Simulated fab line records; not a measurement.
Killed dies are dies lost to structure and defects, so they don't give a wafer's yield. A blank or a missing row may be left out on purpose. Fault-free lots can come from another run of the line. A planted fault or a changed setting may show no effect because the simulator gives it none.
Split-lot study    flow berkeley-cmos170    route with 331 steps; 5 lots, 23 wafers read

== THE SPLIT ITSELF ==
At UCB170_CONTACT_CVD_01 (deposits PSG from SiH4/O2/PH3, target thk 700 nm, time 2820 s), the setting time-s was moved away from the recipe's 2820 s on 15 of the 23 wafers read, by -12.2% to +9.1%. The other wafers ran this setting at the recipe's value.

== FROM THE SPLIT TO THE READING: what the file shows between them, 2 steps ==
- UCB170_CONTACT_THK_MEAS_02
- UCB170_CONTACT_ETCH_17: etches BARC in N2/H2 (also split here: source-w)

== THE READING ==
oes-product-au, in a.u., at UCB170_CONTACT_ETCH_18 (etches PSG in CHF3/CF4/Ar, stops on TiSi2, target depth 840 nm, time 195 s). Typical for fault-free wafers on this fab line: 0.900 a.u., with standard deviation 0.0099 a.u.

wafer   tool, chamber at the split  time-s as run, s  against the recipe  oes-product-au, a.u.  against lot-mates on the recipe
L074.2  -, -                        2820              recipe              0.920                 -
L074.3  -, -                        2820              recipe              0.900                 -
L074.4  -, -                        2820              recipe              0.899                 -
L074.5  -, -                        2820              recipe              0.905                 -
L074.6  -, -                        2820              recipe              0.909                 -
L079.1  -, -                        2476              -12.2%              0.839                 no lot-mate on the recipe
L079.2  -, -                        2476              -12.2%              0.834                 no lot-mate on the recipe
L079.3  -, -                        2476              -12.2%              0.833                 no lot-mate on the recipe
L079.5  -, -                        2476              -12.2%              0.832                 no lot-mate on the recipe
L079.6  -, -                        2476              -12.2%              0.826                 no lot-mate on the recipe
L080.1  lpcvd-02, 1                 2820              recipe              0.913                 -
L080.5  lpcvd-02, 1                 2820              recipe              0.908                 -
L080.6  lpcvd-02, 1                 2820              recipe              0.904                 -
L082.1  -, -                        3003              +6.5%               0.937                 no lot-mate on the recipe
L082.2  -, -                        3003              +6.5%               0.923                 no lot-mate on the recipe
L082.3  -, -                        3003              +6.5%               0.938                 no lot-mate on the recipe
L082.5  -, -                        3003              +6.5%               0.939                 no lot-mate on the recipe
L082.6  -, -                        3003              +6.5%               0.939                 no lot-mate on the recipe
L084.1  -, -                        3077              +9.1%               0.936                 no lot-mate on the recipe
L084.2  -, -                        3077              +9.1%               0.949                 no lot-mate on the recipe
L084.3  -, -                        3077              +9.1%               0.965                 no lot-mate on the recipe
L084.4  -, -                        3077              +9.1%               0.939                 no lot-mate on the recipe
L084.6  -, -                        3077              +9.1%               0.959                 no lot-mate on the recipe

THE FIT
A straight line over all 23 wafers: oes-product-au changes by +0.00545 a.u. for each +1% of time-s; r = +0.98; the points scatter about the line by 0.0085 a.u.
Too few moved wafers with a lot-mate on the recipe to fit a line net of each lot's own level.

== THE WHOLE CHAIN: every reading that the file lists as answering this split, in the file's order ==
step                        what it does                                                                reading                                                                        change (the file's fit)                    r (the file's)
UCB170_CONTACT_CVD_01       deposits PSG from SiH4/O2/PH3, target thk 700 nm, time 2820 s               PSG_of_CONTACT_CVD_01.thk-nm (the simulator's own value, which no gauge read)  +7.05 nm for each +1% of the setting       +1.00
UCB170_CONTACT_THK_MEAS_02                                                                              CONTACT_PSG_THK                                                                +7.06 for each +1% of the setting          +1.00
UCB170_CONTACT_ETCH_18      etches PSG in CHF3/CF4/Ar, stops on TiSi2, target depth 840 nm, time 195 s  oes-product-au                                                                 +0.00545 a.u. for each +1% of the setting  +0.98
UCB170_CONTACT_ETCH_18      etches PSG in CHF3/CF4/Ar, stops on TiSi2, target depth 840 nm, time 195 s  etch.depth-nm (the simulator's own value, which no gauge read)                 +7 nm for each +1% of the setting          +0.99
UCB170_CONTACT_ETCH_18      etches PSG in CHF3/CF4/Ar, stops on TiSi2, target depth 840 nm, time 195 s  CONTACT.feature-depth-nm (the simulator's own value, which no gauge read)      +7.05 nm for each +1% of the setting       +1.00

== FILE'S OWN FIT ==
oes-product-au changes by +0.00545 a.u. for each +1% of time-s, r = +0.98.
